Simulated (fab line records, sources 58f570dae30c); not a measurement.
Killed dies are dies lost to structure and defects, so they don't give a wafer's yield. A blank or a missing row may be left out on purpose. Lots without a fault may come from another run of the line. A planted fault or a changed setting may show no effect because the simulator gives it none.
One fault seen from 2 desks | flow berkeley_cmos170 | each desk has only its own numbers; what lay behind them comes last

THE METROLOGY DESK
What the gauges read, lot by lot, whatever tool the lot ran on: means of the sampled wafers that have a number. A lot is out of limits, marked OUT, if its mean lies more than 4 standard deviations from the usual mean; the brackets give that distance. Of its 8 readings 7 are shown: the one that was out of limits first, and those that lie furthest out on some lot.
Columns: A = cd_nm at UCB170_M1_CD_MEAS_09, usual 700.1 nm; B = cd_nm at UCB170_M1_CD_MEAS_90, usual 699.7 nm; C = V1_TEOS_THK at UCB170_V1_THK_MEAS_01, usual 2008 nm; D = V1_BOW at UCB170_V1_BOW_MEAS_03, usual 19 um; E = V1_POLISHED_THK at UCB170_V1_THK_MEAS_04, usual 999.8 nm; F = cd_nm at UCB170_V1_CD_MEAS_12, usual 700.2 nm; G = V1_OVL at UCB170_V1_OVL_MEAS_13, usual -3 nm
lot  | first seen here | A     | B     | C    | D  | E                | F     | G
L728 | day 7 22:29     | 699.1 | 699.0 | 2019 | 22 | 1115.2 (+96) OUT | 699.5 | 4
L730 | day 8 00:14     | 700.6 | 698.2 | 2002 | 26 | 1117.9 (+98) OUT | 700.2 | -9
L740 | day 11 06:21    | 698.6 | 698.5 | 2007 | 15 | 1000.0           | 702.6 | -4
L745 | day 11 15:31    | 700.5 | 698.4 | 1968 | 17 | 999.3            | 701.7 | -11
L747 | day 11 15:56    | 702.6 | 702.4 | 1993 | 21 | 999.5            | 701.7 | 2
L749 | day 12 12:11    | 700.1 | 698.1 | 2000 | 13 | 999.8            | 698.7 | 3
This desk's finding: out of limits on L728, L730; first on L728, day 8 03:41 (V1_POLISHED_THK at UCB170_V1_THK_MEAS_04). In limits: L740, L745, L747, L749.

THE TOOL OWNER'S DESK: cmp-01
The tool's own readings at UCB170_V1_CMP_02 (polishes SiO2): means of the sampled wafers that have a number, for each lot that ran on this tool. A lot is out of limits, marked OUT, if its mean lies more than 4 standard deviations from the usual mean; the brackets give that distance.
Columns: A = motor_current_A at UCB170_V1_CMP_02, usual 16.5 A; B = slurry_filter_dp_kPa at UCB170_V1_CMP_02, usual 13.49 kPa
lot  | first seen here | A    | B
L728 | day 8 03:22     | 17.3 | 13.50
L730 | day 8 03:40     | 16.5 | 13.59
L745 | day 11 21:02    | 17.5 | 13.46
L749 | day 12 17:43    | 17.2 | 13.38
This desk's finding: nothing out of limits on any of the 4 lots.

PUT TOGETHER
The metrology desk could have raised an alarm at day 8 03:41, on L728, L730.
The tool owner's desk saw nothing out of limits.
The tool owner's desk has L728, L730 on record, within its limits.
Of the lots named, all ran UCB170_V1_CMP_02 on cmp-01.

WHAT THE SIMULATOR HAD PUT IN
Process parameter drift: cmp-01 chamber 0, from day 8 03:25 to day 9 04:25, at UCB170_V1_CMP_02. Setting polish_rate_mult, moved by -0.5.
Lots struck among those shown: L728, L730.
Hours from the fault's start to each desk's first reading out of limits: the metrology desk, 0.
